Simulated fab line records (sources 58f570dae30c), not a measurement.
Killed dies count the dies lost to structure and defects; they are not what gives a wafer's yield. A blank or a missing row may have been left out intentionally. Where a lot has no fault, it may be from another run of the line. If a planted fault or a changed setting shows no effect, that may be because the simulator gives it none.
Which of the tools did it? | flow berkeley cmos170 | 14 lots with 42 wafers sampled at 4 steps, on a route of 331 steps

## WHAT EACH GAUGE READ, for each wafer
UCB170_ACTIVE_CD_MEAS_13: the cd target is 1200 nm. Usual: cd nm 1199.9 nm, standard deviation 1.8.
lot  | measured    | on        | cd nm (nm)           | flag
L504 | day 5 00:30 | cd sem-01 | 1198.7 1199.7 1199.8 |
L505 | day 5 09:01 | cd sem-01 | 1196.8 1197.1 1197.1 |
L507 | day 5 16:44 | cd sem-01 | 1198.9 1199.7 1198.9 |
L509 | day 6 05:10 | cd sem-01 | 1199.3 1201.3 1201.3 |
L508 | day 6 05:20 | cd sem-02 | 1197.7 1198.7 1197.0 |
L510 | day 6 15:58 | cd sem-02 | 1201.1 1200.9 1199.9 |
L511 | day 6 23:59 | cd sem-01 | 1196.3 1196.1 1196.5 |
L512 | day 7 00:05 | cd sem-01 | 1201.5 1203.1 1203.6 |
L514 | day 7 16:58 | cd sem-01 | 1200.5 1201.3 1201.0 |
L520 | day 8 18:47 | cd sem-01 | 1200.5 1201.0 1202.4 |
L522 | day 8 23:41 | cd sem-02 | 1200.8 1201.0 1199.7 |
L524 | day 9 08:26 | cd sem-02 | 1200.9 1201.7 1201.1 |
L525 | day 9 08:34 | cd sem-01 | 1200.7 1200.4 1201.2 |
L523 | day 9 08:51 | cd sem-02 | 1197.9 1198.0 1198.1 |

UCB170_PFIELD_TW_MEAS_09. Usual: PFIELD_TW typically reads 598, with standard deviation 5.1.
lot  | measured    | on            | PFIELD_TW               | flag
L504 | day 5 03:20 | film metro-04 | 601 602 602             |
L505 | day 5 11:07 | film metro-02 | 601 602 602             |
L507 | day 5 18:29 | film metro-02 | 598 597 599             |
L509 | day 6 08:23 | film metro-02 | 599 600 601             |
L508 | day 6 08:49 | film metro-04 | 594 595 594             |
L510 | day 6 20:45 | film metro-04 | 593 592 592             |
L511 | day 7 02:13 | film metro-02 | 749 748 749 751 746 745 | OFF
L512 | day 7 02:11 | film metro-01 | 589 589 590             |
L514 | day 7 19:49 | film metro-02 | 600 599 600             |
L520 | day 8 21:43 | film metro-02 | 744 748 742 745 744 741 | OFF
L522 | day 9 02:10 | film metro-04 | 601 600 599             |
L524 | day 9 10:32 | film metro-04 | 595 599 596             |
L525 | day 9 10:44 | film metro-02 | 601 601 600             |
L523 | day 9 11:01 | film metro-01 | 595 595 593             |

UCB170_M1_THK_MEAS_02: measures by xrf. Usual: M1_AL_THK typically reads 602 nm, with standard deviation 7.3.
lot  | measured     | on            | M1_AL_THK (nm) | flag
L504 | day 8 12:08  | film metro-01 | 607 613 605    |
L505 | day 9 01:04  | film metro-01 | 597 594 600    |
L507 | day 9 04:23  | film metro-03 | 603 602 601    |
L509 | day 9 15:13  | film metro-01 | 612 591 611    |
L508 | day 9 14:35  | film metro-03 | 605 599 602    |
L510 | day 10 03:19 | film metro-03 | 608 613 607    |
L511 | day 10 03:08 | film metro-01 | 610 605 602    |
L512 | day 10 01:56 | film metro-01 | 606 606 603    |
L514 | day 10 20:59 | film metro-01 | 607 604 599    |
L520 | day 11 22:28 | film metro-02 | 601 596 590    |
L522 | day 11 23:50 | film metro-01 | 601 603 593    |
L524 | day 12 15:13 | film metro-01 | 601 602 602    |
L525 | day 12 16:52 | film metro-01 | 607 609 600    |
L523 | day 12 15:34 | film metro-02 | 600 599 595    |

## WHICH TOOL RAN EACH LOT (tool, then ch and the chambers of the sampled wafers, then the start)
lot  | UCB170_PFIELD_IMPLANT_07
L504 | implanter-03 ch 0, day 5 03:05
L505 | implanter-04 ch 0, day 5 10:53
L507 | implanter-01 ch 0, day 5 18:16
L509 | implanter-01 ch 0, day 6 08:08
L508 | implanter-03 ch 0, day 6 08:25
L510 | implanter-04 ch 0, day 6 20:30
L511 | implanter-04 ch 0, day 7 01:39
L512 | implanter-01 ch 0, day 7 01:56
L514 | implanter-03 ch 0, day 7 19:36
L520 | implanter-01 ch 0, day 8 21:11
L522 | implanter-04 ch 0, day 9 01:55
L524 | implanter-04 ch 0, day 9 10:17
L525 | implanter-03 ch 0, day 9 10:31
L523 | implanter-01 ch 0, day 9 10:47
- UCB170_PFIELD_IMPLANT_07

## WHAT THE TOOLS THEMSELVES READ (means of the sampled wafers that have a number; where no wafer has one, the mark that the record gives instead)
UCB170_PFIELD_IMPLANT_07. Usual: beam on s 9.99 s, standard deviation 0.19.
lot  | tool         | beam on s (s) | flag
L504 | implanter-03 | 9.91          |
L505 | implanter-04 | 10.08         |
L507 | implanter-01 | 10.14         |
L509 | implanter-01 | 9.93          |
L508 | implanter-03 | 9.79          |
L510 | implanter-04 | 9.89          |
L511 | implanter-04 | 9.96          |
L512 | implanter-01 | 10.16         |
L514 | implanter-03 | 9.92          |
L520 | implanter-01 | 10.06         |
L522 | implanter-04 | 10.05         |
L524 | implanter-04 | 9.99          |
L525 | implanter-03 | 10.01         |
L523 | implanter-01 | 9.87          |

## THE ANSWER, worked out from the rows above alone
Rule: take the mean of a lot's wafers that have a number; if it is more than 3 standard deviations from the usual mean, the lot is off. A lot without any number at a reading at which 4 lots or more have one is off too. All remaining lots with rows at the step are treated as sound. After the gauges, taken in route order, come the tools' own readings; for these a lot's mean is taken, as printed above. At the first step where some lot is off, the reading lying furthest off is the one used; lots without a number count as furthest.
Off: L511, L520, seen at UCB170_PFIELD_TW_MEAS_09 (PFIELD_TW).
A tool fits if, at a process step before that reading, it ran every lot that is off, and no sound lot after the first of them. The gauges at UCB170_PFIELD_TW_MEAS_09 are tried like those tools. No candidate that was tried fits.

## WHAT THE SIMULATOR HAD INSERTED
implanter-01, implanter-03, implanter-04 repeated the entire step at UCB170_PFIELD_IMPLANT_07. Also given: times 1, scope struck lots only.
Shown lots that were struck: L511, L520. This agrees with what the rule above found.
